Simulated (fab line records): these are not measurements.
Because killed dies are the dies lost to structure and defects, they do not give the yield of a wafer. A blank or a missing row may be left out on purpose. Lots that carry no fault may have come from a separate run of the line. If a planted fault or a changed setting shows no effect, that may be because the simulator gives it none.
Struck lot and sound lot, side by side -- flow rit_cmos -- 17 steps out of a route of 202
Sound: the wafers L815.2, L815.3, L815.4. Struck: wafers L829.2, L829.3, L829.6. The cause is named last.
At each step with rows: each side's tool, then ch and its chambers, then its first start. Under that, the readings that differ: sound wafers -- struck wafers -- difference of the means -- sigmas: that difference in standard deviations of wafers without a fault.
alike: readings with means less than 2 such deviations apart, plus words and numbers identical on both sides. not compared: withheld readings, readings lacking a value on some wafer, bounds such as >300 that could conceal the same value, and numbers that have no deviation in the record and whose values overlap.
Wherever a step has rows on one side only, a row that says differs or no value, or a row with sigmas, the two part there. Numbers that don't overlap but have no deviation are shown without sigmas and don't part them. A reading that every wafer of one side lacks parts them only if that side has two wafers or more.

first, 1 step without rows for these wafers: RIT_PRETRO_DEVELOP_05 (develop time 68 s).
RIT_PRETRO_OVL_MEAS_06:
  sound: overlay-01 at day 2 21:34; struck: overlay-02 at day 5 20:35
  alike: PRETRO_OVL
then, 2 steps without rows for these wafers: RIT_PRETRO_HARDBAKE_07 (time 120 s); RIT_PRETRO_IMPLANT_08.
RIT_PRETRO_STRIP_09: strips in O2, time 180 s.
  sound on plasma_asher-01 ch 0,1, day 2 22:00; struck on plasma_asher-01 ch 0,1, day 5 21:01
  alike: drypump_motor_current_A, o2_flow_sccm
  not compared: rf_hours_counter_h
RIT_PRETRO_TW_MEAS_10:
  sound: film_metro-01 at day 2 22:11; struck: film_metro-02 at day 5 21:13
  alike: PRETRO_TW
then, 5 steps without rows for these wafers: RIT_GATE_WET_ETCH_00 (etches SiO2 in BOE, target depth 56 nm, time 60 s); RIT_GATE_CLEAN_01 (cleans in SC1, time 600 s); RIT_GATE_CLEAN_02 (cleans in dHF, time 30 s); RIT_GATE_CLEAN_03 (cleans in SC2, time 600 s); RIT_GATE_CLEAN_04 (cleans in dHF, time 60 s).
RIT_FOX2_THK_MEAS_91:
  sound: film_metro-01 at day 2 22:40; struck: film_metro-02 at day 5 21:41
  alike: FIELD_OXIDE_LEFT_2_THK
RIT_GATE_OXIDATION_05: target thk 3 nm, ox time 270 s.
  sound on furnace-04 ch 0, day 2 22:43; struck on furnace-02 ch 0, day 5 23:02
reading,sound,struck,difference,sigmas
spike_tc_centre_C (C),901.2 900.5 901.5,921.5 922.9 921.3,+20.8,+21
spike_tc_load_C (C),924.5 925.0 923.3,946.3 944.2 946.2,+21.3,+16
spike_tc_source_C (C),922.9 922.9 922.1,941.5 942.3 944.4,+20.1,+18
tube_center_temp_C (C),899.99 899.94 899.97,920.01 920.04 919.92,+20.02,+99 or more
tube_center_temp_C_max,901.9 901.8 901.8,922.0 922.5 921.9,+20.3,+50
model.SiO2_of_GATE_OXIDATION_05.thk_nm (nm),2.963 2.996 3.004,3.826 3.861 3.877,+0.867,
  alike: zone_power_centre_pct
then, 1 step without rows for these wafers: RIT_GATE_ANNEAL_06 (time 600 s).
RIT_GATE_THK_MEAS_07:
  sound: film_metro-02 at day 3 01:11; struck: film_metro-02 at day 6 00:23
reading,sound,struck,difference,sigmas
GATE_OXIDE_THK (nm),2.96 2.98 3.02,3.80 3.88 3.86,+0.86,+14
then, 1 step without rows for these wafers: RIT_GATE_CVD_08 (deposits poly-Si from SiH4, target thk 250 nm, time 2220 s).
RIT_M1_PROBE_99:
  sound: prober-02 at day 4 01:38; struck: prober-02 at day 6 23:12
reading,sound,struck,difference,sigmas
model.etest.pmos_0p3.r_on_ohm_um,6106 6147 6263,7883 7819 7891,+1692,
model.etest.pmos_turned.r_on_ohm_um,3385 3417 3437,3970 3967 4056,+585,
model.etest.pmos_0p15.r_on_ohm_um,2729 2775 2786,3195 3188 3241,+445,
model.etest.nmos_0p3.r_on_ohm_um,2144 2171 2170,2589 2610 2627,+447,
model.etest.nmos_0p15.r_on_ohm_um,1140 1170 1164,1238 1233 1276,+91,
model.etest.nmos_0p15.drive_ua_um,466 453.2 452.2,379.3 373.1 369.7,-83.1,
model.etest.nmos_narrow.drive_ua_um,223.6 226.6 225.5,155.4 152.6 154,-71.2,
model.etest.nmos_0p3.drive_ua_um,228.4 228 225.8,159.3 156.4 156.8,-69.9,
  alike: killed_at_front_end, killed_dies, killed_on_rim, killed_open, killed_short

## WHERE THEY PART
First at RIT_GATE_OXIDATION_05; last, within this record, at RIT_GATE_THK_MEAS_07. Later steps at which nothing parts them and some readings are alike: RIT_M1_PROBE_99.

WHY: what the simulator had put in
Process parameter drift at RIT_GATE_OXIDATION_05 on furnace-02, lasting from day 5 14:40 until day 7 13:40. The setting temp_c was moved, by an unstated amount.
